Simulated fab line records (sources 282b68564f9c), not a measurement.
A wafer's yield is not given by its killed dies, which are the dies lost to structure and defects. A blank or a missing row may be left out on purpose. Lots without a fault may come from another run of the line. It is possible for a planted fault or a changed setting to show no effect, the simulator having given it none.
2 desks looking at one fault + flow rit cmos + each desk holds nothing but its own numbers, with what lay behind them at the end

== THE METROLOGY DESK ==
Lot by lot, what the gauges showed, no matter which tool ran the lot: averages of those sampled wafers that carry a number. The brackets show how far a lot's mean lies from the usual mean; more than 4 standard deviations puts the lot out of limits, marked OUT.
Columns: A = NSD_OVL at RIT_NSD_OVL_MEAS_06, usual 0.5 nm; B = cd nm at RIT_CONTACT_CD_MEAS_08, usual 999.9 nm
| lot  | first seen here | A    | B      |
|------|-----------------|------|--------|
| L903 | day 3 01:54     | -0.4 | 1002.2 |
| L906 | day 3 13:42     | 2.1  | 999.9  |
| L907 | day 3 18:14     | 0.5  | 997.4  |
| L908 | day 4 01:56     | 0.4  | 1000.0 |
| L909 | day 4 05:13     | -1.1 | 1000.0 |
| L911 | day 4 14:07     | -0.0 | 999.4  |
| L912 | day 4 19:41     | -1.0 | 1000.2 |
| L914 | day 5 11:45     | 0.7  | 999.6  |
| L915 | day 5 14:39     | 2.4  | 997.7  |
| L919 | day 6 08:09     | 1.1  | 1000.6 |
| L921 | day 6 16:38     | 0.3  | 999.8  |
| L922 | day 6 22:55     | 2.2  | 1000.3 |
| L923 | day 7 01:55     | 3.3  | 1000.4 |
| L925 | day 7 12:24     | 1.2  | 1001.3 |
This desk found nothing out of limits on any of the 14 lots.

== DESK OF THE TOOL OWNER: furnace-03 ==
The tool's own readings at RIT_GATE_OXIDATION_05 (target thk 3 nm, ox time 270 s): means of the sampled wafers that have a number, for each lot that ran on this tool. The brackets show how far a lot's mean lies from the usual mean; more than 4 standard deviations puts the lot out of limits, marked OUT.
Columns: A = ox temp c at RIT_GATE_OXIDATION_05, usual 900.0 C; B = spike tc centre C at RIT_GATE_OXIDATION_05, usual 902.4 C; C = spike tc source C at RIT_GATE_OXIDATION_05, usual 925 C
| lot  | first seen here | A     | B     | C   |
|------|-----------------|-------|-------|-----|
| L906 | day 2 22:55     | 899.7 | 903.3 | 927 |
| L907 | day 3 04:07     | 899.8 | 903.3 | 927 |
| L908 | day 3 11:51     | 899.9 | 903.0 | 928 |
| L909 | day 3 14:44     | 900.2 | 903.3 | 927 |
| L912 | day 4 05:35     | 899.9 | 902.0 | 928 |
| L914 | day 4 17:52     | 899.9 | 903.0 | 928 |
| L919 | day 5 17:44     | 900.3 | 903.1 | 927 |
| L921 | day 6 02:09     | 900.2 | 903.7 | 928 |
| L922 | day 6 08:24     | 900.1 | 903.6 | 927 |
This desk found nothing out of limits on any of the 9 lots.

== PUT TOGETHER ==
At the metrology desk, nothing out of limits was observed.
The desk of the tool owner found nothing out of limits.

== WHAT THE SIMULATOR HAD INSERTED ==
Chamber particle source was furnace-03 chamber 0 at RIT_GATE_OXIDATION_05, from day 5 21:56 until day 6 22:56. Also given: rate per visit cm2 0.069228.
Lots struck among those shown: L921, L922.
